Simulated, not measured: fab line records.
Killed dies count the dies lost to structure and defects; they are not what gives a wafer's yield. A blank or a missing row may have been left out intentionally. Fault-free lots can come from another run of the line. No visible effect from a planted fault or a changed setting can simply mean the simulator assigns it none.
Check for tools in common -- flow rit-cmos -- 13 lots, 39 wafers sampled

== WHY THIS WAS OPENED ==
RIT_PRETRO_TW_MEAS_10, reading PRETRO_TW: flagged on 1 of 13 lots. Wafers without a fault read 478, standard deviation 7.7.
Rule: a lot is flagged when every wafer of it that has a number lies more than 4 standard deviations from that mean, or none has a number. As for the other lots, they are considered sound.

lot,measured,on,"PRETRO_TW, wafer by wafer",flag
L947,day 2 12:20,film-metro-01,469 468 471,
L948,day 2 17:26,film-metro-02,488 486 491,
L949,day 2 23:04,film-metro-04,480 476 478,
L950,day 3 04:01,film-metro-01,471 469 469,
L952,day 3 14:17,film-metro-01,472 472 470,
L953,day 3 18:15,film-metro-02,485 490 487,
L955,day 4 05:14,film-metro-01,470 469 468,
L956,day 4 09:44,film-metro-02,31 31 31,FLAGGED
L962,day 5 17:13,film-metro-02,483 483 487,
L963,day 5 21:34,film-metro-01,470 473 470,
L966,day 6 12:12,film-metro-01,469 469 470,
L968,day 6 22:19,film-metro-01,468 471 471,
L969,day 7 02:34,film-metro-02,486 485 483,
The mean of the flagged lots' numbers is 31, -447 from the usual (-58 standard deviations).

== WHICH TOOL RAN EACH LOT ==
The record keeps 1 process step preceding the reading, out of 202 steps on the route. Cell contents, in order: the tool; ch with the chambers the sampled wafers went through; the start.
lot,flag,RIT_PRETRO_EXPOSE_03
L947,,"iline-stepper-02 ch 0, day 2 11:17"
L948,,"iline-stepper-02 ch 0, day 2 16:23"
L949,,"iline-stepper-02 ch 0, day 2 22:02"
L950,,"iline-stepper-01 ch 0, day 3 02:59"
L952,,"iline-stepper-02 ch 0, day 3 13:14"
L953,,"iline-stepper-01 ch 0, day 3 17:13"
L955,,"iline-stepper-01 ch 0, day 4 04:03"
L956,FLAGGED,"iline-stepper-01 ch 0, day 4 08:41"
L962,,"iline-stepper-02 ch 0, day 5 16:10"
L963,,"iline-stepper-01 ch 0, day 5 20:31"
L966,,"iline-stepper-02 ch 0, day 6 11:11"
L968,,"iline-stepper-01 ch 0, day 6 21:17"
L969,,"iline-stepper-01 ch 0, day 7 01:31"
What the steps here do:
- RIT_PRETRO_EXPOSE_03: exposes mask M5, target cd 43700 nm.
- RIT_PRETRO_TW_MEAS_10

== FLAGGED OVER TOTAL, TOOL BY TOOL (the gauges that took the reading come last) ==
step,tool,lots run,flagged,share of the flagged lots,sound lots run after its first flagged lot
RIT_PRETRO_EXPOSE_03,iline-stepper-01,7,1,all,"3 (L963,L968,L969)"
RIT_PRETRO_EXPOSE_03,iline-stepper-02,6,0,none,-
RIT_PRETRO_TW_MEAS_10,film-metro-01,7,0,none,-
RIT_PRETRO_TW_MEAS_10,film-metro-02,5,1,all,"2 (L962,L969)"
RIT_PRETRO_TW_MEAS_10,film-metro-04,1,0,none,-

== WHAT THE TABLE ALLOWS ==
In 2 table rows, all flagged lots were run: iline-stepper-01 (RIT_PRETRO_EXPOSE_03), film-metro-02 (RIT_PRETRO_TW_MEAS_10).
- iline-stepper-01 at RIT_PRETRO_EXPOSE_03: 1 of its 7 lots flagged. Sound lots ran on it after the first flagged one (L963, L968, L969), which a lasting fault on the whole tool wouldn't allow.
- film-metro-02 at RIT_PRETRO_TW_MEAS_10: 1 of its 5 lots flagged. Sound lots ran on it after the first flagged one (L962, L969), which a lasting fault on the whole tool wouldn't allow.
None of the table's rows ran every flagged lot and, after the first, no sound lot.

== WHAT WAS PUT IN BY THE SIMULATOR ==
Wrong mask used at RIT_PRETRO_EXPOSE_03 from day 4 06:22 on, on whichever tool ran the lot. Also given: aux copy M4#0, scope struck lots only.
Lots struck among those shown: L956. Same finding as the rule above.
